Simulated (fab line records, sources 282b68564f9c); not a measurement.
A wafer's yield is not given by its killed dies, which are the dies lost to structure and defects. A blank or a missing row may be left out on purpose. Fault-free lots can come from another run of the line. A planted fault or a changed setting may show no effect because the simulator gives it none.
fab line records || flow rit-cmos
[record] {"lots": 14, "wafers": 42, "last-day": 6}
route steps=202 shown PLDD@122 M1@202
lots that met no fault: taken from a fault-free run of the same line
start-h: the number of hours between the record's first day and the start of the first shown wafer of the lot || wait-h: hours since the lot's step before || " repeats the value in the row above || L1.1+2: a single row standing in for several wafers || - either no value or no given start || * or withheld: withheld || < > ~ a bound
route shown NAME@n: names a module that has steps shown in the file, with the first one's number in the route || usual: mean/standard deviation of fault-free wafers || same: alike in all rows || chamber/n: place in a boat || sites: per-site readings || _std_site: the values' standard deviation || _edge_site: the outer-site mean with the inner-site mean subtracted || radius-mm: how far each site lies from the wafer's centre || mask NAME#n: copy n || behind: the most recent tool/chamber to have shaped the wafer || hold: the reason the lot was held/the length of the hold in hours/how it ended || device: names the non-switching transistor (n, p or np) || end of line: the route-end tests of the same wafers || a step given without rows: its recipe and nothing more || killed: dies lost to structure and defects at the first sort, not the wafer's yield || map: dies across one wafer; x = killed, . = not, _ = none there
set.NAME: the setting the step ran with; set.NAME@STEP: the setting that earlier step ran with || model.NAME: the simulator's own value behind a step, which no gauge read
steps of the route over a sample of lots; a table a step, a row a wafer
[[steps]]
[step RIT_PLDD_IMPLANT_08]
[recipe] {"species": "BF2", "energy-kev": 20, "dose-cm2": 9e+14, "tilt-deg": 7}
[usual] {"beam-energy-keV": "19.999/0.0055", "beam-on-s": "9.99/0.22"}
{"lot.wafer": "L201.3", "tool": "implanter-01", "chamber": 0, "start-h": 55.80, "wait-h": 0.1, "beam-energy-keV": 20.000, "beam-on-s": 10.27}
{"lot.wafer": "L201.5", "tool": "implanter-01", "chamber": 0, "start-h": 55.80, "wait-h": 0.1, "beam-energy-keV": 19.997, "beam-on-s": 10.21}
{"lot.wafer": "L201.6", "tool": "implanter-01", "chamber": 0, "start-h": 55.80, "wait-h": 0.1, "beam-energy-keV": 19.999, "beam-on-s": 9.98}
{"lot.wafer": "L202.1", "tool": "implanter-04", "chamber": 0, "start-h": 59.78, "wait-h": 0.1, "beam-energy-keV": 19.997, "beam-on-s": 10.17}
{"lot.wafer": "L202.2", "tool": "implanter-04", "chamber": 0, "start-h": 59.78, "wait-h": 0.1, "beam-energy-keV": 19.996, "beam-on-s": 10.21}
{"lot.wafer": "L202.5", "tool": "implanter-04", "chamber": 0, "start-h": 59.78, "wait-h": 0.1, "beam-energy-keV": 19.978, "beam-on-s": 10.27}
{"lot.wafer": "L203.1", "tool": "implanter-04", "chamber": 0, "start-h": 67.31, "wait-h": 0.1, "beam-energy-keV": 19.996, "beam-on-s": 10.17}
{"lot.wafer": "L203.4", "tool": "implanter-04", "chamber": 0, "start-h": 67.31, "wait-h": 0.1, "beam-energy-keV": 20.000, "beam-on-s": 9.73}
{"lot.wafer": "L203.5", "tool": "implanter-04", "chamber": 0, "start-h": 67.31, "wait-h": 0.1, "beam-energy-keV": 20.002, "beam-on-s": 9.87}
{"lot.wafer": "L204.2", "tool": "implanter-04", "chamber": 0, "start-h": 69.87, "wait-h": 0.1, "beam-energy-keV": 20.007, "beam-on-s": 9.95}
{"lot.wafer": "L204.3", "tool": "implanter-04", "chamber": 0, "start-h": 69.87, "wait-h": 0.1, "beam-energy-keV": 19.997, "beam-on-s": 9.59}
{"lot.wafer": "L204.5", "tool": "implanter-04", "chamber": 0, "start-h": 69.87, "wait-h": 0.1, "beam-energy-keV": 20.002, "beam-on-s": 9.94}
{"lot.wafer": "L205.1", "tool": "implanter-03", "chamber": 0, "start-h": 70.09, "wait-h": 0.1, "beam-energy-keV": 19.996, "beam-on-s": 10.22}
{"lot.wafer": "L205.4", "tool": "implanter-03", "chamber": 0, "start-h": 70.09, "wait-h": 0.1, "beam-energy-keV": 19.994, "beam-on-s": 9.91}
{"lot.wafer": "L205.6", "tool": "implanter-03", "chamber": 0, "start-h": 70.09, "wait-h": 0.1, "beam-energy-keV": 19.989, "beam-on-s": 10.04}
{"lot.wafer": "L206.1", "tool": "implanter-01", "chamber": 0, "start-h": 78.85, "wait-h": 0.1, "beam-energy-keV": 20.001, "beam-on-s": 10.46}
{"lot.wafer": "L206.3", "tool": "implanter-01", "chamber": 0, "start-h": 78.85, "wait-h": 0.1, "beam-energy-keV": 20.003, "beam-on-s": 10.35}
{"lot.wafer": "L206.5", "tool": "implanter-01", "chamber": 0, "start-h": 78.85, "wait-h": 0.1, "beam-energy-keV": 19.997, "beam-on-s": 9.92}
{"lot.wafer": "L207.1", "tool": "implanter-04", "chamber": 0, "start-h": 81.81, "wait-h": 0.1, "beam-energy-keV": 19.991, "beam-on-s": 9.95}
{"lot.wafer": "L207.2", "tool": "implanter-04", "chamber": 0, "start-h": 81.81, "wait-h": 0.1, "beam-energy-keV": 19.999, "beam-on-s": 9.93}
{"lot.wafer": "L207.4", "tool": "implanter-04", "chamber": 0, "start-h": 81.81, "wait-h": 0.1, "beam-energy-keV": 20.002, "beam-on-s": 10.26}
{"lot.wafer": "L208.1", "tool": "implanter-04", "chamber": 0, "start-h": 87.73, "wait-h": 0.1, "beam-energy-keV": 20.002, "beam-on-s": 10.28}
{"lot.wafer": "L208.3", "tool": "implanter-04", "chamber": 0, "start-h": 87.73, "wait-h": 0.1, "beam-energy-keV": 19.999, "beam-on-s": 10.05}
{"lot.wafer": "L208.6", "tool": "implanter-04", "chamber": 0, "start-h": 87.73, "wait-h": 0.1, "beam-energy-keV": 19.993, "beam-on-s": 10.39}
{"lot.wafer": "L209.1", "tool": "implanter-01", "chamber": 0, "start-h": 94.37, "wait-h": 0.1, "beam-energy-keV": 20.002, "beam-on-s": 9.63}
{"lot.wafer": "L209.2", "tool": "implanter-01", "chamber": 0, "start-h": 94.37, "wait-h": 0.1, "beam-energy-keV": 19.996, "beam-on-s": 9.77}
{"lot.wafer": "L209.4", "tool": "implanter-01", "chamber": 0, "start-h": 94.37, "wait-h": 0.1, "beam-energy-keV": 20.002, "beam-on-s": 9.61}
{"lot.wafer": "L211.3", "tool": "implanter-04", "chamber": 0, "start-h": 100.96, "wait-h": 0.1, "beam-energy-keV": 20.001, "beam-on-s": 9.47}
{"lot.wafer": "L211.4", "tool": "implanter-04", "chamber": 0, "start-h": 100.96, "wait-h": 0.1, "beam-energy-keV": 20.004, "beam-on-s": 10.14}
{"lot.wafer": "L211.5", "tool": "implanter-04", "chamber": 0, "start-h": 100.96, "wait-h": 0.1, "beam-energy-keV": 20.000, "beam-on-s": 10.24}
{"lot.wafer": "L212.1", "tool": "implanter-04", "chamber": 0, "start-h": 107.58, "wait-h": 0.1, "beam-energy-keV": 20.005, "beam-on-s": 9.81}
{"lot.wafer": "L212.3", "tool": "implanter-04", "chamber": 0, "start-h": 107.58, "wait-h": 0.1, "beam-energy-keV": 20.002, "beam-on-s": 9.92}
{"lot.wafer": "L212.6", "tool": "implanter-04", "chamber": 0, "start-h": 107.58, "wait-h": 0.1, "beam-energy-keV": 19.991, "beam-on-s": 9.90}
{"lot.wafer": "L215.3", "tool": "implanter-01", "chamber": 0, "start-h": 122.18, "wait-h": 0.1, "beam-energy-keV": 17.999, "beam-on-s": 9.81}
{"lot.wafer": "L215.5", "tool": "implanter-01", "chamber": 0, "start-h": 122.18, "wait-h": 0.1, "beam-energy-keV": 18.001, "beam-on-s": 10.06}
{"lot.wafer": "L215.6", "tool": "implanter-01", "chamber": 0, "start-h": 122.18, "wait-h": 0.1, "beam-energy-keV": 17.999, "beam-on-s": 10.01}
{"lot.wafer": "L216.1", "tool": "implanter-01", "chamber": 0, "start-h": 127.15, "wait-h": 0.1, "beam-energy-keV": 17.999, "beam-on-s": 9.54}
{"lot.wafer": "L216.4", "tool": "implanter-01", "chamber": 0, "start-h": 127.15, "wait-h": 0.1, "beam-energy-keV": 17.998, "beam-on-s": 9.65}
{"lot.wafer": "L216.5", "tool": "implanter-01", "chamber": 0, "start-h": 127.15, "wait-h": 0.1, "beam-energy-keV": 17.998, "beam-on-s": 10.21}
{"lot.wafer": "L217.1", "tool": "implanter-01", "chamber": 0, "start-h": 134.00, "wait-h": 0.1, "beam-energy-keV": 17.997, "beam-on-s": 9.99}
{"lot.wafer": "L217.2", "tool": "implanter-01", "chamber": 0, "start-h": 134.00, "wait-h": 0.1, "beam-energy-keV": 17.998, "beam-on-s": 10.05}
{"lot.wafer": "L217.6", "tool": "implanter-01", "chamber": 0, "start-h": 134.00, "wait-h": 0.1, "beam-energy-keV": 18.002, "beam-on-s": 9.95}
[step RIT_PLDD_TW_MEAS_10]
[usual] {"PLDD_TW": "2344/19"}
{"lot.wafer": "L201.3", "tool": "film-metro-02", "chamber": "-", "start-h": 56.10, "wait-h": 0.1, "PLDD_TW": 2346}
{"lot.wafer": "L201.5", "tool": "film-metro-02", "chamber": "-", "start-h": 56.10, "wait-h": 0.1, "PLDD_TW": 2358}
{"lot.wafer": "L201.6", "tool": "film-metro-02", "chamber": "-", "start-h": 56.10, "wait-h": 0.1, "PLDD_TW": 2348}
{"lot.wafer": "L202.1", "tool": "film-metro-04", "chamber": "-", "start-h": 60.10, "wait-h": 0.1, "PLDD_TW": 2306}
{"lot.wafer": "L202.2", "tool": "film-metro-04", "chamber": "-", "start-h": 60.10, "wait-h": 0.1, "PLDD_TW": 2312}
{"lot.wafer": "L202.5", "tool": "film-metro-04", "chamber": "-", "start-h": 60.10, "wait-h": 0.1, "PLDD_TW": 2313}
{"lot.wafer": "L203.1", "tool": "film-metro-01", "chamber": "-", "start-h": 67.64, "wait-h": 0.1, "PLDD_TW": 2358}
{"lot.wafer": "L203.4", "tool": "film-metro-01", "chamber": "-", "start-h": 67.64, "wait-h": 0.1, "PLDD_TW": 2338}
{"lot.wafer": "L203.5", "tool": "film-metro-01", "chamber": "-", "start-h": 67.64, "wait-h": 0.1, "PLDD_TW": 2351}
{"lot.wafer": "L204.2", "tool": "film-metro-02", "chamber": "-", "start-h": 70.18, "wait-h": 0.1, "PLDD_TW": 2342}
{"lot.wafer": "L204.3", "tool": "film-metro-02", "chamber": "-", "start-h": 70.18, "wait-h": 0.1, "PLDD_TW": 2356}
{"lot.wafer": "L204.5", "tool": "film-metro-02", "chamber": "-", "start-h": 70.18, "wait-h": 0.1, "PLDD_TW": 2339}
{"lot.wafer": "L205.1", "tool": "film-metro-04", "chamber": "-", "start-h": 70.42, "wait-h": 0.1, "PLDD_TW": 2317}
{"lot.wafer": "L205.4", "tool": "film-metro-04", "chamber": "-", "start-h": 70.42, "wait-h": 0.1, "PLDD_TW": 2321}
{"lot.wafer": "L205.6", "tool": "film-metro-04", "chamber": "-", "start-h": 70.42, "wait-h": 0.1, "PLDD_TW": 2313}
{"lot.wafer": "L206.1", "tool": "film-metro-04", "chamber": "-", "start-h": 79.18, "wait-h": 0.1, "PLDD_TW": 2310}
{"lot.wafer": "L206.3", "tool": "film-metro-04", "chamber": "-", "start-h": 79.18, "wait-h": 0.1, "PLDD_TW": 2319}
{"lot.wafer": "L206.5", "tool": "film-metro-04", "chamber": "-", "start-h": 79.18, "wait-h": 0.1, "PLDD_TW": 2306}
{"lot.wafer": "L207.1", "tool": "film-metro-02", "chamber": "-", "start-h": 82.14, "wait-h": 0.1, "PLDD_TW": 2356}
{"lot.wafer": "L207.2", "tool": "film-metro-02", "chamber": "-", "start-h": 82.14, "wait-h": 0.1, "PLDD_TW": 2342}
{"lot.wafer": "L207.4", "tool": "film-metro-02", "chamber": "-", "start-h": 82.14, "wait-h": 0.1, "PLDD_TW": 2348}
{"lot.wafer": "L208.1", "tool": "film-metro-01", "chamber": "-", "start-h": 88.05, "wait-h": 0.1, "PLDD_TW": 2369}
{"lot.wafer": "L208.3", "tool": "film-metro-01", "chamber": "-", "start-h": 88.05, "wait-h": 0.1, "PLDD_TW": 2362}
{"lot.wafer": "L208.6", "tool": "film-metro-01", "chamber": "-", "start-h": 88.05, "wait-h": 0.1, "PLDD_TW": 2363}
{"lot.wafer": "L209.1", "tool": "film-metro-04", "chamber": "-", "start-h": 94.70, "wait-h": 0.1, "PLDD_TW": 2332}
{"lot.wafer": "L209.2", "tool": "film-metro-04", "chamber": "-", "start-h": 94.70, "wait-h": 0.1, "PLDD_TW": 2326}
{"lot.wafer": "L209.4", "tool": "film-metro-04", "chamber": "-", "start-h": 94.70, "wait-h": 0.1, "PLDD_TW": 2328}
{"lot.wafer": "L211.3", "tool": "film-metro-04", "chamber": "-", "start-h": 101.26, "wait-h": 0.1, "PLDD_TW": 2299}
{"lot.wafer": "L211.4", "tool": "film-metro-04", "chamber": "-", "start-h": 101.26, "wait-h": 0.1, "PLDD_TW": 2313}
{"lot.wafer": "L211.5", "tool": "film-metro-04", "chamber": "-", "start-h": 101.26, "wait-h": 0.1, "PLDD_TW": 2293}
{"lot.wafer": "L212.1", "tool": "film-metro-01", "chamber": "-", "start-h": 107.91, "wait-h": 0.1, "PLDD_TW": 2347}
{"lot.wafer": "L212.3", "tool": "film-metro-01", "chamber": "-", "start-h": 107.91, "wait-h": 0.1, "PLDD_TW": 2355}
{"lot.wafer": "L212.6", "tool": "film-metro-01", "chamber": "-", "start-h": 107.91, "wait-h": 0.1, "PLDD_TW": 2360}
{"lot.wafer": "L215.3", "tool": "film-metro-01", "chamber": "-", "start-h": 122.47, "wait-h": 0.1, "PLDD_TW": 2298}
{"lot.wafer": "L215.5", "tool": "film-metro-01", "chamber": "-", "start-h": 122.47, "wait-h": 0.1, "PLDD_TW": 2291}
{"lot.wafer": "L215.6", "tool": "film-metro-01", "chamber": "-", "start-h": 122.47, "wait-h": 0.1, "PLDD_TW": 2309}
{"lot.wafer": "L216.1", "tool": "film-metro-02", "chamber": "-", "start-h": 127.48, "wait-h": 0.1, "PLDD_TW": 2290}
{"lot.wafer": "L216.4", "tool": "film-metro-02", "chamber": "-", "start-h": 127.48, "wait-h": 0.1, "PLDD_TW": 2294}
{"lot.wafer": "L216.5", "tool": "film-metro-02", "chamber": "-", "start-h": 127.48, "wait-h": 0.1, "PLDD_TW": 2273}
{"lot.wafer": "L217.1", "tool": "film-metro-01", "chamber": "-", "start-h": 134.32, "wait-h": 0.1, "PLDD_TW": 2307}
{"lot.wafer": "L217.2", "tool": "film-metro-01", "chamber": "-", "start-h": 134.32, "wait-h": 0.1, "PLDD_TW": 2299}
{"lot.wafer": "L217.6", "tool": "film-metro-01", "chamber": "-", "start-h": 134.32, "wait-h": 0.1, "PLDD_TW": 2303}
[step RIT_SDANNEAL_RS_MEAS_06]
[recipe] {"thk-meas-gauge": "four-point-probe"}
[usual] {"PLDD_RS": "178.4/0.42"}
{"lot.wafer": "L201.3", "tool": "film-metro-02", "chamber": "-", "start-h": 62.34, "wait-h": 0.1, "PLDD_RS[ohm/sq]": 179.4}
{"lot.wafer": "L201.5", "tool": "film-metro-02", "chamber": "-", "start-h": 62.34, "wait-h": 0.1, "PLDD_RS[ohm/sq]": 179.0}
{"lot.wafer": "L201.6", "tool": "film-metro-02", "chamber": "-", "start-h": 62.34, "wait-h": 0.1, "PLDD_RS[ohm/sq]": 179.3}
{"lot.wafer": "L202.1", "tool": "film-metro-04", "chamber": "-", "start-h": 68.89, "wait-h": 0.1, "PLDD_RS[ohm/sq]": 178.2}
{"lot.wafer": "L202.2", "tool": "film-metro-04", "chamber": "-", "start-h": 68.89, "wait-h": 0.1, "PLDD_RS[ohm/sq]": 178.6}
{"lot.wafer": "L202.5", "tool": "film-metro-04", "chamber": "-", "start-h": 68.89, "wait-h": 0.1, "PLDD_RS[ohm/sq]": 178.0}
{"lot.wafer": "L203.1", "tool": "film-metro-01", "chamber": "-", "start-h": 74.09, "wait-h": 0.1, "PLDD_RS[ohm/sq]": 179.1}
{"lot.wafer": "L203.4", "tool": "film-metro-01", "chamber": "-", "start-h": 74.09, "wait-h": 0.1, "PLDD_RS[ohm/sq]": 179.0}
{"lot.wafer": "L203.5", "tool": "film-metro-01", "chamber": "-", "start-h": 74.09, "wait-h": 0.1, "PLDD_RS[ohm/sq]": 179.1}
{"lot.wafer": "L204.2", "tool": "film-metro-04", "chamber": "-", "start-h": 77.21, "wait-h": 0.1, "PLDD_RS[ohm/sq]": 178.6}
{"lot.wafer": "L204.3", "tool": "film-metro-04", "chamber": "-", "start-h": 77.21, "wait-h": 0.1, "PLDD_RS[ohm/sq]": 178.4}
{"lot.wafer": "L204.5", "tool": "film-metro-04", "chamber": "-", "start-h": 77.21, "wait-h": 0.1, "PLDD_RS[ohm/sq]": 178.0}
{"lot.wafer": "L205.1", "tool": "film-metro-02", "chamber": "-", "start-h": 77.78, "wait-h": 0.1, "PLDD_RS[ohm/sq]": 179.0}
{"lot.wafer": "L205.4", "tool": "film-metro-02", "chamber": "-", "start-h": 77.78, "wait-h": 0.1, "PLDD_RS[ohm/sq]": 178.4}
{"lot.wafer": "L205.6", "tool": "film-metro-02", "chamber": "-", "start-h": 77.78, "wait-h": 0.1, "PLDD_RS[ohm/sq]": 178.8}
{"lot.wafer": "L206.1", "tool": "film-metro-02", "chamber": "-", "start-h": 85.41, "wait-h": 0.1, "PLDD_RS[ohm/sq]": 178.6}
{"lot.wafer": "L206.3", "tool": "film-metro-02", "chamber": "-", "start-h": 85.41, "wait-h": 0.1, "PLDD_RS[ohm/sq]": 178.7}
{"lot.wafer": "L206.5", "tool": "film-metro-02", "chamber": "-", "start-h": 85.41, "wait-h": 0.1, "PLDD_RS[ohm/sq]": 178.4}
{"lot.wafer": "L207.1", "tool": "film-metro-04", "chamber": "-", "start-h": 88.57, "wait-h": 0.1, "PLDD_RS[ohm/sq]": 178.5}
{"lot.wafer": "L207.2", "tool": "film-metro-04", "chamber": "-", "start-h": 88.57, "wait-h": 0.1, "PLDD_RS[ohm/sq]": 178.1}
{"lot.wafer": "L207.4", "tool": "film-metro-04", "chamber": "-", "start-h": 88.57, "wait-h": 0.1, "PLDD_RS[ohm/sq]": 178.2}
{"lot.wafer": "L208.1", "tool": "film-metro-01", "chamber": "-", "start-h": 94.18, "wait-h": 0.1, "PLDD_RS[ohm/sq]": 178.7}
{"lot.wafer": "L208.3", "tool": "film-metro-01", "chamber": "-", "start-h": 94.18, "wait-h": 0.1, "PLDD_RS[ohm/sq]": 178.7}
{"lot.wafer": "L208.6", "tool": "film-metro-01", "chamber": "-", "start-h": 94.18, "wait-h": 0.1, "PLDD_RS[ohm/sq]": 178.5}
{"lot.wafer": "L209.1", "tool": "film-metro-04", "chamber": "-", "start-h": 100.77, "wait-h": 0.1, "PLDD_RS[ohm/sq]": 178.2}
{"lot.wafer": "L209.2", "tool": "film-metro-04", "chamber": "-", "start-h": 100.77, "wait-h": 0.1, "PLDD_RS[ohm/sq]": 178.5}
{"lot.wafer": "L209.4", "tool": "film-metro-04", "chamber": "-", "start-h": 100.77, "wait-h": 0.1, "PLDD_RS[ohm/sq]": 178.7}
{"lot.wafer": "L211.3", "tool": "film-metro-02", "chamber": "-", "start-h": 107.65, "wait-h": 0.1, "PLDD_RS[ohm/sq]": 178.8}
{"lot.wafer": "L211.4", "tool": "film-metro-02", "chamber": "-", "start-h": 107.65, "wait-h": 0.1, "PLDD_RS[ohm/sq]": 178.8}
{"lot.wafer": "L211.5", "tool": "film-metro-02", "chamber": "-", "start-h": 107.65, "wait-h": 0.1, "PLDD_RS[ohm/sq]": 178.6}
{"lot.wafer": "L212.1", "tool": "film-metro-02", "chamber": "-", "start-h": 114.09, "wait-h": 0.1, "PLDD_RS[ohm/sq]": 178.4}
{"lot.wafer": "L212.3", "tool": "film-metro-02", "chamber": "-", "start-h": 114.09, "wait-h": 0.1, "PLDD_RS[ohm/sq]": 178.6}
{"lot.wafer": "L212.6", "tool": "film-metro-02", "chamber": "-", "start-h": 114.09, "wait-h": 0.1, "PLDD_RS[ohm/sq]": 178.5}
{"lot.wafer": "L215.3", "tool": "film-metro-04", "chamber": "-", "start-h": 128.68, "wait-h": 0.1, "PLDD_RS[ohm/sq]": 185.4}
{"lot.wafer": "L215.5", "tool": "film-metro-04", "chamber": "-", "start-h": 128.68, "wait-h": 0.1, "PLDD_RS[ohm/sq]": 185.8}
{"lot.wafer": "L215.6", "tool": "film-metro-04", "chamber": "-", "start-h": 128.68, "wait-h": 0.1, "PLDD_RS[ohm/sq]": 184.9}
{"lot.wafer": "L216.1", "tool": "film-metro-01", "chamber": "-", "start-h": 133.89, "wait-h": 0.1, "PLDD_RS[ohm/sq]": 185.3}
{"lot.wafer": "L216.4", "tool": "film-metro-01", "chamber": "-", "start-h": 133.89, "wait-h": 0.1, "PLDD_RS[ohm/sq]": 185.2}
{"lot.wafer": "L216.5", "tool": "film-metro-01", "chamber": "-", "start-h": 133.89, "wait-h": 0.1, "PLDD_RS[ohm/sq]": 185.0}
{"lot.wafer": "L217.1", "tool": "film-metro-02", "chamber": "-", "start-h": 141.77, "wait-h": 0.1, "PLDD_RS[ohm/sq]": 185.6}
{"lot.wafer": "L217.2", "tool": "film-metro-02", "chamber": "-", "start-h": 141.77, "wait-h": 0.1, "PLDD_RS[ohm/sq]": 185.7}
{"lot.wafer": "L217.6", "tool": "film-metro-02", "chamber": "-", "start-h": 141.77, "wait-h": 0.1, "PLDD_RS[ohm/sq]": 185.9}
[step RIT_M1_PROBE_99]
[usual] {"killed-at-contacts": "0.1/0.27", "killed-at-front-end": "6.5/2.8", "killed-dies": "6.6/2.8", "killed-on-rim": "1.7/1.3", "killed-open": "3.5/2", "killed-short": "3.2/1.8"}
[same] {"gross-dies": 264, "killed_at_M0_to_M3": 0, "killed_at_M4_up": 0, "killed-at-back-side": 0, "killed-at-other": 0}
{"lot.wafer": "L202.1", "tool": "prober-02", "chamber": "-", "start-h": 76.02, "wait-h": 0.1, "killed-at-contacts": 0, "killed-at-front-end": 11, "killed-dies": 11, "killed-on-rim": 4, "killed-open": 9, "killed-short": 2}
{"lot.wafer": "L202.2", "tool": "prober-02", "chamber": "-", "start-h": 76.07, "wait-h": 0.1, "killed-at-contacts": 0, "killed-at-front-end": 15, "killed-dies": 15, "killed-on-rim": 4, "killed-open": 8, "killed-short": 7}
{"lot.wafer": "L202.5", "tool": "prober-02", "chamber": "-", "start-h": 76.22, "wait-h": 0.2, "killed-at-contacts": 0, "killed-at-front-end": 9, "killed-dies": 9, "killed-on-rim": 2, "killed-open": 3, "killed-short": 6}
{"lot.wafer": "L209.1", "tool": "prober-02", "chamber": "-", "start-h": 107.89, "wait-h": 0.1, "killed-at-contacts": 0, "killed-at-front-end": 5, "killed-dies": 5, "killed-on-rim": 2, "killed-open": 1, "killed-short": 4}
{"lot.wafer": "L209.2", "tool": "prober-02", "chamber": "-", "start-h": 107.94, "wait-h": 0.1, "killed-at-contacts": 0, "killed-at-front-end": 7, "killed-dies": 7, "killed-on-rim": 1, "killed-open": 2, "killed-short": 4}
{"lot.wafer": "L209.4", "tool": "prober-02", "chamber": "-", "start-h": 108.04, "wait-h": 0.2, "killed-at-contacts": 0, "killed-at-front-end": 6, "killed-dies": 6, "killed-on-rim": 0, "killed-open": 4, "killed-short": 2}
{"lot.wafer": "L212.1", "tool": "prober-01", "chamber": "-", "start-h": 121.10, "wait-h": 0.1, "killed-at-contacts": 0, "killed-at-front-end": 6, "killed-dies": 6, "killed-on-rim": 1, "killed-open": 5, "killed-short": 1}
{"lot.wafer": "L212.3", "tool": "prober-01", "chamber": "-", "start-h": 121.20, "wait-h": 0.2, "killed-at-contacts": 0, "killed-at-front-end": 5, "killed-dies": 5, "killed-on-rim": 0, "killed-open": 0, "killed-short": 5}
{"lot.wafer": "L212.6", "tool": "prober-01", "chamber": "-", "start-h": 121.35, "wait-h": 0.2, "killed-at-contacts": 0, "killed-at-front-end": 4, "killed-dies": 4, "killed-on-rim": 2, "killed-open": 1, "killed-short": 3}
{"lot.wafer": "L216.1", "tool": "prober-02", "chamber": "-", "start-h": 141.23, "wait-h": 0.1, "killed-at-contacts": 0, "killed-at-front-end": 8, "killed-dies": 8, "killed-on-rim": 2, "killed-open": 5, "killed-short": 3}
{"lot.wafer": "L216.4", "tool": "prober-02", "chamber": "-", "start-h": 141.38, "wait-h": 0.2, "killed-at-contacts": 0, "killed-at-front-end": 3, "killed-dies": 3, "killed-on-rim": 1, "killed-open": 2, "killed-short": 1}
{"lot.wafer": "L216.5", "tool": "prober-02", "chamber": "-", "start-h": 141.43, "wait-h": 0.2, "killed-at-contacts": 0, "killed-at-front-end": 10, "killed-dies": 10, "killed-on-rim": 2, "killed-open": 4, "killed-short": 6}
{"lot.wafer": "L217.1", "tool": "prober-01", "chamber": "-", "start-h": 149.16, "wait-h": 0.1, "killed-at-contacts": 0, "killed-at-front-end": 6, "killed-dies": 6, "killed-on-rim": 2, "killed-open": 2, "killed-short": 4}
{"lot.wafer": "L217.2", "tool": "prober-01", "chamber": "-", "start-h": 149.21, "wait-h": 0.1, "killed-at-contacts": 0, "killed-at-front-end": 5, "killed-dies": 5, "killed-on-rim": 1, "killed-open": 3, "killed-short": 2}
{"lot.wafer": "L217.6", "tool": "prober-01", "chamber": "-", "start-h": 149.41, "wait-h": 0.2, "killed-at-contacts": 0, "killed-at-front-end": 5, "killed-dies": 5, "killed-on-rim": 2, "killed-open": 4, "killed-short": 1}
// killed by level:class
L202.1 SILICIDE:geometric-particle:open=5 GATE:geometric-particle:open=3 FOX1:geometric-particle:short=1 FOX1:geometric-particle:open=1 SILICIDE:geometric-particle:short=1
L202.2 FOX1:geometric-particle:short=6 SPACER:geometric-particle:open=3 FOX1:geometric-particle:open=2 REOX:geometric-particle:open=2 FOX2:geometric-particle:open=1 SPACER:geometric-particle:short=1
L202.5 REOX:geometric-particle:short=2 SILICIDE:geometric-particle:short=2 FOX1:geometric-particle:short=1 GATE:geometric-particle:open=1 GATE:geometric-particle:short=1 SPACER:geometric-particle:open=1 SILICIDE:geometric-particle:open=1
L209.1 FOX1:geometric-particle:short=1 FOX1:geometric-particle:open=1 REOX:geometric-particle:short=1 SPACER:geometric-particle:short=1 SILICIDE:geometric-particle:short=1
L209.2 SPACER:geometric-particle:short=2 FOX1:geometric-particle:open=1 GATE:geometric-particle:short=1 SILICIDE:geometric-particle:open=1 SILICIDE:geometric-particle:short=1 PWELL:coat-microbubble-printed=1
L209.4 GATE:geometric-particle:open=2 SILICIDE:geometric-particle:short=2 FOX1:geometric-particle:open=1 SPACER:geometric-particle:open=1
L212.1 SILICIDE:geometric-particle:open=2 FOX1:geometric-particle:open=1 FOX2:geometric-particle:short=1 GATE:geometric-particle:open=1 REOX:geometric-particle:open=1
L212.3 GATE:geometric-particle:short=3 SPACER:geometric-particle:short=2
L212.6 GATE:geometric-particle:open=1 REOX:geometric-particle:short=1 SPACER:geometric-particle:short=1 SILICIDE:geometric-particle:short=1
L216.1 GATE:geometric-particle:open=4 GATE:geometric-particle:short=2 FOX1:geometric-particle:short=1 FOX2:geometric-particle:open=1
L216.4 FOX2:geometric-particle:open=1 SPACER:geometric-particle:open=1 SILICIDE:geometric-particle:short=1
L216.5 GATE:geometric-particle:short=3 GATE:geometric-particle:open=2 ACTIVE:geometric-particle:short=1 FOX2:geometric-particle:short=1 FOX2:geometric-particle:open=1 REOX:geometric-particle:open=1 SILICIDE:geometric-particle:short=1
L217.1 FOX1:geometric-particle:short=2 GATE:geometric-particle:open=2 GATE:geometric-particle:short=1 SPACER:geometric-particle:short=1
L217.2 GATE:geometric-particle:short=2 GATE:geometric-particle:open=2 SPACER:geometric-particle:open=1
L217.6 FOX2:geometric-particle:open=2 FOX2:geometric-particle:short=1 GATE:geometric-particle:open=1 REOX:geometric-particle:open=1
[[key]]
[first-sign] {"step": "RIT_PLDD_IMPLANT_08", "reading": "beam-energy-keV", "direction": "down", "sigmas": "99+", "usual": 19.999, "struck": 17.999}
[effect] {"step": "RIT_PLDD_TW_MEAS_10", "reading": "PLDD_TW", "direction": "down", "sigmas": 2.6, "usual": 2344, "struck": 2296}
[effect] {"step": "RIT_SDANNEAL_RS_MEAS_06", "reading": "PLDD_RS", "direction": "up", "sigmas": 16, "usual": 178.4, "struck": 185.4}
met-at RIT_PLDD_IMPLANT_08
struck-lots L215,L216,L217
tester-left-out L215,L216,L217
onset-between 94.37 122.18
[fault] {"kind": "process-parameter-drift", "tool": "implanter-01", "chamber": "-", "onset-h": 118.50, "steps": "RIT_PLDD_IMPLANT_08", "channel": "energy-kev", "offset": -2, "shape": "step", "end-h": 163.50, "acts-in": "these-recipes-only", "stated": 20}
// tester-left-out: of these lots the tester's yield and bins aren't shown, on N5 and GAA mostly nor the transistor test; their killed dies are dies lost to structure and defects alone, not to doping, threshold or leakage, so they don't give the yield
